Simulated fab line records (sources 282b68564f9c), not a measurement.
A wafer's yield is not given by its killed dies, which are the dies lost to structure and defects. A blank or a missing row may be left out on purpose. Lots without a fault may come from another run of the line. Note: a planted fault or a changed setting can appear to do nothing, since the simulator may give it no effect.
Which tool is to blame? | flow rit cmos | Sampling: 15 lots, 45 wafers, 4 of 202 route steps

WHAT EACH GAUGE READ, for each wafer
RIT_NWELL_OVL_MEAS_06.
lot  | measured    | on         | NWELL_OVL (nm)
L457 | day 1 20:26 | overlay-02 | 0.7 0.4 -2.0
L459 | day 2 08:37 | overlay-02 | 2.9 -0.1 0.8
L460 | day 2 12:30 | overlay-01 | 0.1 0.2 -1.9
L462 | day 2 21:19 | overlay-02 | 0.5 -1.3 1.0
L463 | day 3 02:38 | overlay-02 | 0.9 -0.3 0.2
L464 | day 3 09:34 | overlay-02 | -2.2 0.8 -1.4
L466 | day 3 18:18 | overlay-01 | 0.3 -0.4 -0.3
L472 | day 4 23:47 | overlay-02 | 0.2 1.4 0.0
L474 | day 5 13:16 | overlay-01 | -0.4 -0.4 1.7
L475 | day 5 20:11 | overlay-01 | 0.8 -1.7 0.7
L476 | day 5 21:33 | overlay-01 | 2.3 -1.2 -0.2
L477 | day 6 03:03 | overlay-01 | -1.1 -1.9 -0.8
L478 | day 6 06:49 | overlay-01 | -0.5 0.3 0.5
L479 | day 6 10:29 | overlay-02 | 1.5 0.9 -0.2
L480 | day 6 16:22 | overlay-01 | 0.2 0.7 -2.3

RIT_PWELL_OVL_MEAS_06.
lot  | measured    | on         | PWELL_OVL (nm)
L457 | day 1 22:20 | overlay-01 | -2.1 -2.0 -1.3
L459 | day 2 10:10 | overlay-02 | 1.0 2.2 1.7
L460 | day 2 14:11 | overlay-01 | -0.7 0.7 1.6
L462 | day 2 22:58 | overlay-02 | 0.7 1.8 0.9
L463 | day 3 04:22 | overlay-02 | 1.9 3.6 0.8
L464 | day 3 11:15 | overlay-01 | 0.2 2.3 2.0
L466 | day 3 19:52 | overlay-01 | 1.6 1.3 2.3
L472 | day 5 01:20 | overlay-01 | -0.7 -1.3 -1.6
L474 | day 5 14:56 | overlay-02 | 2.0 0.9 1.5
L475 | day 5 21:44 | overlay-02 | -1.2 1.0 1.0
L476 | day 5 23:13 | overlay-01 | 2.7 1.2 2.1
L477 | day 6 04:52 | overlay-02 | 3.0 1.4 2.9
L478 | day 6 08:22 | overlay-01 | 1.1 0.7 -0.2
L479 | day 6 12:30 | overlay-02 | 1.9 2.0 1.8
L480 | day 6 18:01 | overlay-02 | 2.1 5.4 2.6

RIT_PRETRO_TW_MEAS_10.
lot  | measured    | on            | PRETRO_TW
L457 | day 2 07:47 | film metro-03 | 479 479 481
L459 | day 2 19:38 | film metro-01 | 475 476 475
L460 | day 2 23:40 | film metro-04 | 490 488 490
L462 | day 3 08:43 | film metro-03 | 480 480 483
L463 | day 3 13:46 | film metro-04 | 486 485 485
L464 | day 3 20:46 | film metro-04 | 489 485 486
L466 | day 4 04:57 | film metro-01 | 474 474 476
L472 | day 5 11:18 | film metro-04 | 490 488 487
L474 | day 6 01:02 | film metro-03 | 480 482 478
L475 | day 6 06:49 | film metro-03 | 482 481 482
L476 | day 6 08:34 | film metro-01 | 474 477 477
L477 | day 6 14:20 | film metro-03 | 482 482 484
L478 | day 6 18:13 | film metro-04 | 488 485 483
L479 | day 6 21:44 | film metro-03 | 482 483 482
L480 | day 7 03:36 | film metro-04 | 483 486 485

TOOL THAT RAN EACH LOT (tool first, then ch and the chambers of the sampled wafers, then the start)
lot  | RIT_FOX2_WET_ETCH_03
L457 | wet bench-02 ch 0, day 1 18:37
L459 | wet bench-04 ch 1, day 2 06:10
L460 | wet bench-04 ch 1, day 2 09:51
L462 | wet bench-01 ch 3, day 2 19:37
L463 | wet bench-02 ch 2, day 3 00:51
L464 | wet bench-02 ch 0, day 3 07:52
L466 | wet bench-04 ch 0, day 3 15:35
L472 | wet bench-02 ch 2, day 4 22:05
L474 | wet bench-04 ch 3, day 5 10:41
L475 | wet bench-01 ch 2, day 5 18:25
L476 | wet bench-01 ch 2, day 5 19:44
L477 | wet bench-04 ch 0, day 6 00:28
L478 | wet bench-01 ch 1, day 6 04:59
L479 | wet bench-02 ch 2, day 6 08:47
L480 | wet bench-04 ch 1, day 6 13:51
- RIT_FOX2_WET_ETCH_03: etches Si3N4 in H3PO4, target depth 195 nm, time 2700 s.

AS READ BY THE TOOLS THEMSELVES (means over the sampled wafers that have a number; for cases with no such wafer, the mark the record gives instead)
RIT_FOX2_WET_ETCH_03.
lot  | tool         | bath guard temp C (C) | bath heat duty pct (%)
L457 | wet bench-02 | 164.9                 | 24
L459 | wet bench-04 | 165.3                 | 27
L460 | wet bench-04 | 165.7                 | 26
L462 | wet bench-01 | 164.9                 | 29
L463 | wet bench-02 | 164.8                 | 31
L464 | wet bench-02 | 165.1                 | 23
L466 | wet bench-04 | 165.5                 | 30
L472 | wet bench-02 | 165.2                 | 31
L474 | wet bench-04 | -                     | -
L475 | wet bench-01 | -                     | -
L476 | wet bench-01 | -                     | -
L477 | wet bench-04 | 165.4                 | 30
L478 | wet bench-01 | 165.1                 | 26
L479 | wet bench-02 | 164.9                 | 30
L480 | wet bench-04 | 165.6                 | 27

THE ANSWER, worked out from the rows above alone
Rule: usual is defined by the lots themselves. The widest of any qualifying gaps counts: lots, ordered by their means at a reading, are off when they make up no more than a third of the lots, leave a main group of 4 or more, and stand apart from it by 3 or more times the standard deviation of that group's means. A main group is skipped when, at the precision printed for the reading in the tables above, its means are all equal. A lot without any number at a reading at which 4 lots or more have one is off too. Where the step has rows for the other lots, those lots are counted as sound. First the gauges in route order, then the tools' own readings, where a lot's mean is used as printed above. The first step at which some lot is off is used, and at that step the reading that is off furthest; a lot without a number counts as furthest.
Off: L474, L475, L476 (RIT_FOX2_WET_ETCH_03, bath guard temp C). Without a number there: L474, L475, L476. For the main group the mean is 165.2 C and the standard deviation 0.29.
A tool fits if, at that step or a process step before it, it ran every lot that is off, and no sound lot after the first of them. Of those tried, none fits.

WHAT THE SIMULATOR PUT IN
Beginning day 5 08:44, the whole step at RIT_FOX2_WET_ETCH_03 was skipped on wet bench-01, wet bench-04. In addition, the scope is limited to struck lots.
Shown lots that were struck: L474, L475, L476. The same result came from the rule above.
